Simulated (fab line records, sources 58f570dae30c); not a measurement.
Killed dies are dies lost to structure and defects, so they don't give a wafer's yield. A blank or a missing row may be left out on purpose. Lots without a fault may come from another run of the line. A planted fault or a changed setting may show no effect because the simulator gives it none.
Which tool did it? | flow berkeley_cmos170 | 14 lots, 42 wafers sampled, at 2 steps of a route of 331

WHAT THE GAUGES READ, wafer by wafer
UCB170_GATE_CD_MEAS_12: target cd 350 nm.
lot  | measured     | on        | cd_nm (nm)
L449 | day 6 00:23  | cd_sem-01 | 348.5 348.6 348.8
L450 | day 6 11:07  | cd_sem-02 | 346.9 347.8 347.1
L452 | day 7 05:12  | cd_sem-02 | 350.8 351.2 350.2
L453 | day 7 05:28  | cd_sem-02 | 349.9 350.5 349.4
L454 | day 7 15:47  | cd_sem-02 | 349.7 350.4 350.2
L456 | day 7 23:40  | cd_sem-01 | 349.6 349.3 350.5
L455 | day 8 04:26  | cd_sem-02 | 350.3 350.9 350.0
L457 | day 8 04:44  | cd_sem-02 | 350.6 351.4 350.5
L459 | day 8 13:11  | cd_sem-02 | 347.9 348.8 349.9
L467 | day 9 19:01  | cd_sem-02 | 298.7 298.2 298.1 299.2 298.2 297.8
L465 | day 9 19:16  | cd_sem-02 | 297.3 297.7 297.3 297.2 297.7 297.3
L470 | day 10 11:48 | cd_sem-01 | 351.3 350.3 350.8
L469 | day 10 12:10 | cd_sem-01 | 348.6 350.2 349.7
L471 | day 11 09:19 | cd_sem-01 | 352.0 351.9 350.4

WHICH TOOL RAN EACH LOT (tool, then ch and the chambers of the sampled wafers, then the start)
lot  | UCB170_GATE_PEB_10
L449 | litho_track-02 ch 0, day 6 00:07
L450 | litho_track-04 ch 0, day 6 10:50
L452 | litho_track-02 ch 0, day 7 04:53
L453 | litho_track-02 ch 0, day 7 05:11
L454 | litho_track-02 ch 0, day 7 15:30
L456 | litho_track-02 ch 0, day 7 23:24
L455 | litho_track-04 ch 0, day 8 04:10
L457 | litho_track-02 ch 0, day 8 04:29
L459 | litho_track-04 ch 0, day 8 12:55
L467 | litho_track-02 ch 0, day 9 18:45
L465 | litho_track-02 ch 0, day 9 19:00
L470 | litho_track-03 ch 0, day 10 11:32
L469 | litho_track-04 ch 0, day 10 11:54
L471 | litho_track-03 ch 0, day 11 08:40
- UCB170_GATE_PEB_10

WHAT THE TOOLS THEMSELVES READ (means of the sampled wafers that have a number; where no wafer has one, the mark that the record gives instead)
UCB170_GATE_PEB_10.
lot  | tool           | heater_power_total_W (W) | plate_temp_C (C)
L449 | litho_track-02 | 56.83                    | 130.13
L450 | litho_track-04 | 56.82                    | 129.96
L452 | litho_track-02 | 56.80                    | 130.15
L453 | litho_track-02 | 56.81                    | 130.01
L454 | litho_track-02 | 56.82                    | 130.02
L456 | litho_track-02 | 56.83                    | 129.83
L455 | litho_track-04 | 56.81                    | 129.93
L457 | litho_track-02 | 56.83                    | 130.12
L459 | litho_track-04 | 56.83                    | 130.18
L467 | litho_track-02 | 64.82                    | 143.85
L465 | litho_track-02 | 64.81                    | 143.88
L470 | litho_track-03 | 56.77                    | 129.97
L469 | litho_track-04 | 56.81                    | 129.93
L471 | litho_track-03 | 56.83                    | 130.15

THE ANSWER, worked out from the rows above alone
Rule: what is usual is taken from the lots themselves. Put in order of their means at a reading, lots are off if they are a third of the lots or fewer, leave a main group of 4 or more, and stand apart from it by a gap of 3 or more times the standard deviation of the main group's means; of several such gaps the widest counts. A main group whose means are all the same, to the digits that the tables above print for the reading, isn't used. A lot without any number at a reading at which 4 lots or more have one is off too. The other lots that the step has rows for count as sound. The gauges are gone through in route order, then the tools' own readings, and for those a lot's mean is taken as printed above. The first step at which some lot is off is used, and at that step the reading that is off furthest; a lot without a number counts as furthest.
Off: L467, L465, at UCB170_GATE_CD_MEAS_12 (cd_nm). The main group: mean 349.9 nm, standard deviation 1.1.
A tool fits if, at a process step before that reading, it ran every lot that is off, and no sound lot after the first of them. The gauges at UCB170_GATE_CD_MEAS_12 aren't tried: what is off there is off at UCB170_GATE_PEB_10 too, on other tools, and a gauge's error can't cause that. One fits: litho_track-02 at UCB170_GATE_PEB_10. Its last sound lot is L457 (day 8 04:29), its first lot that is off L467 (day 9 18:45): a fault that began between those two fits.
The tool's own readings at UCB170_GATE_PEB_10 bear it out: on the lots that are off they differ by more than 5 times the standard deviation of the sound lots' means. heater_power_total_W reads 64.81 W there against 56.82 W on the sound lots; plate_temp_C reads 143.87 C there against 130.03 C on the sound lots.

WHAT THE SIMULATOR HAD PUT IN
Process parameter drift: litho_track-02, from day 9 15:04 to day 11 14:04, at UCB170_GATE_PEB_10. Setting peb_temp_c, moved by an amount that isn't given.
Lots struck among those shown: L467, L465. The rule above found the same.
